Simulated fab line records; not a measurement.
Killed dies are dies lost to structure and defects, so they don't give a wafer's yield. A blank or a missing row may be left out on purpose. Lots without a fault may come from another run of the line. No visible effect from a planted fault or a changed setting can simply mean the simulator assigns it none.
Chamber matching    flow berkeley_cmos170    4 sister chambers for UCB170_ZERO_ETCH_06 on rie_diel-03
The step etches SiO2 in CHF3/CF4/Ar, time 12 s. 14 wafers are shown with their chamber, then 7 later ones without.

## WAFERS WITH THEIR CHAMBER
wafer   chamber  throttle_valve_pct (%)  oes_product_au (a.u.)  rf_fwd_power_W (W)
L246.2  1        9.15                    0.618                  492
L246.4  2        9.46                    0.618                  488
L246.6  3        9.42                    0.627                  494
L247.2  3        9.43                    0.621                  491
L247.3  1        9.15                    0.620                  494
L247.5  2        9.47                    0.618                  487
L249.2  1        9.14                    0.627                  492
L249.4  2        9.48                    0.620                  489
L249.6  2        9.46                    0.614                  488
L250.1  3        9.43                    0.626                  491
L250.2  2        9.47                    0.615                  490
L250.3  0        9.32                    0.613                  489
L263.2  3        9.40                    0.623                  489
L263.3  1        9.14                    0.619                  494

SIGNATURES, as means of the wafers listed above
reading             chamber 0  chamber 1  chamber 2  chamber 3  scatter within a chamber
throttle_valve_pct  9.3200     9.1450     9.4680     9.4200     0.0099
oes_product_au      0.61300    0.62100    0.61700    0.62425    0.00311
rf_fwd_power_W      489.00     493.00     488.40     491.25     1.48
Rule: a wafer lies at a distance from a chamber equal to the root of the sum of squares, over the readings, of (its reading less the chamber's mean, divided by the reading's scatter). The wafer belongs to the nearest chamber; if the next one is less than 2 further off, it can't be placed. The scatter is the square root of a quotient: the sum, over the shown wafers, of each reading's squared deviation from its chamber's mean, divided by wafers minus chambers.

## WAFERS WITHOUT THEIR CHAMBER
wafer   throttle_valve_pct (%)  oes_product_au (a.u.)  rf_fwd_power_W (W)
L263.6  9.15                    0.617                  492
L265.2  9.13                    0.622                  491
L265.3  9.31                    0.622                  490
L265.6  9.14                    0.622                  495
L269.3  9.47                    0.606                  486
L269.4  9.33                    0.621                  490
L269.5  9.47                    0.602                  485

## WHICH CHAMBER EACH WENT THROUGH
wafer   from the rows above  in truth
L263.6  1                    1
L265.2  1                    1
L265.3  0                    0
L265.6  1                    1
L269.3  2                    2
L269.4  0                    0
L269.5  2                    2
Placed correctly: 7 of 7. Not placeable from these rows: 0. Wrongly placed: 0.
